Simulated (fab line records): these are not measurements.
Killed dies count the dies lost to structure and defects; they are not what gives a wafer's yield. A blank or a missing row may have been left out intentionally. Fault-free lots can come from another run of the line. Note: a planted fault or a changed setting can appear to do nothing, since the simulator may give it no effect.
Check of tool commonality    flow berkeley cmos170    Lots sampled 13, wafers sampled 39

== WHY IT WAS OPENED ==
At UCB170_PSD_OVL_MEAS_07 the reading PSD_OVL is flagged on 2 of 13 lots. Fault-free wafers read 0 nm, with a standard deviation of 6.1.
Rule: a lot is flagged when every wafer of it that has a number lies more than 4 standard deviations from that mean, or none has a number. The rest of the lots are taken to be sound.

lot   measured      on          PSD_OVL (nm), wafer by wafer  flag
L344  day 6 19:33   overlay-02  1 -1 4                        
L342  day 6 19:55   overlay-02  2 4 4                         
L341  day 6 20:04   overlay-01  2 -3 -4                       
L349  day 8 02:49   overlay-01  -160 -151 -156                FLAGGED
L350  day 8 15:02   overlay-01  -155 -160 -168                FLAGGED
L351  day 8 15:19   overlay-01  -5 -10 -6                     
L355  day 9 18:12   overlay-01  -8 -5 -16                     
L354  day 9 18:29   overlay-02  -2 -4 4                       
L356  day 9 18:31   overlay-01  0 1 2                         
L357  day 9 18:37   overlay-02  5 -12 -6                      
L359  day 9 21:46   overlay-02  0 3 6                         
L358  day 10 06:23  overlay-02  -6 -6 5                       
L362  day 10 21:09  overlay-02  0 7 2                         
The mean of the flagged lots' numbers is -158 nm, -158 nm from the usual (-26 standard deviations).

== TOOL THAT RAN EACH LOT ==
The record holds 1 process step before the reading, out of a route of 331 steps. In each cell: the tool, then ch and the chambers that the sampled wafers went through, then the start.
lot   flag     UCB170_PSD_EXPOSE_03
L344           krf scanner-02 ch 0, day 6 18:44
L342           krf scanner-01 ch 0, day 6 19:00
L341           krf scanner-01 ch 0, day 6 19:29
L349  FLAGGED  krf scanner-02 ch 0, day 8 01:58
L350  FLAGGED  krf scanner-02 ch 0, day 8 14:31
L351           krf scanner-01 ch 0, day 8 14:47
L355           krf scanner-01 ch 0, day 9 17:14
L354           krf scanner-01 ch 0, day 9 17:20
L356           krf scanner-01 ch 0, day 9 17:28
L357           krf scanner-01 ch 0, day 9 17:43
L359           krf scanner-01 ch 0, day 9 21:13
L358           krf scanner-01 ch 0, day 10 05:52
L362           krf scanner-01 ch 0, day 10 20:22
What the steps here do:
- UCB170_PSD_EXPOSE_03: exposes mask PSELECT MOD, target cd 1200 nm.
- UCB170_PSD_OVL_MEAS_07

== FLAGGED OVER TOTAL, TOOL BY TOOL (the gauges that took the reading come last) ==
step                    tool            lots run  flagged  share of the flagged lots  sound lots run after its first flagged lot
UCB170_PSD_EXPOSE_03    krf scanner-01  10        0        none                       -
UCB170_PSD_EXPOSE_03    krf scanner-02  3         2        all                        0
UCB170_PSD_OVL_MEAS_07  overlay-01      6         2        all                        3 (L351,L355,L356)
UCB170_PSD_OVL_MEAS_07  overlay-02      7         0        none                       -

== WHAT IS ALLOWED BY THE TABLE ==
Every flagged lot went through 2 rows of the table: krf scanner-02 at UCB170_PSD_EXPOSE_03 and overlay-01 at UCB170_PSD_OVL_MEAS_07.
- krf scanner-02 at UCB170_PSD_EXPOSE_03: 2 of its 3 lots flagged. Its last sound lot is L344 (day 6 18:44), its first flagged lot L349 (day 8 01:58): a fault that began between those two fits.
- overlay-01 at UCB170_PSD_OVL_MEAS_07: 2 of its 6 lots flagged. After the first flagged lot (L351, L355, L356), sound lots still ran on it; a lasting fault on the whole tool would not permit that.
krf scanner-02 at UCB170_PSD_EXPOSE_03 is the single tool remaining.

== WHAT HAD BEEN PUT IN BY THE SIMULATOR ==
Scanner matching overlay: krf scanner-02, from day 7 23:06 on, at UCB170_PSD_EXPOSE_03. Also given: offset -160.
Lots struck among those shown: L349, L350. The rule above found the same.
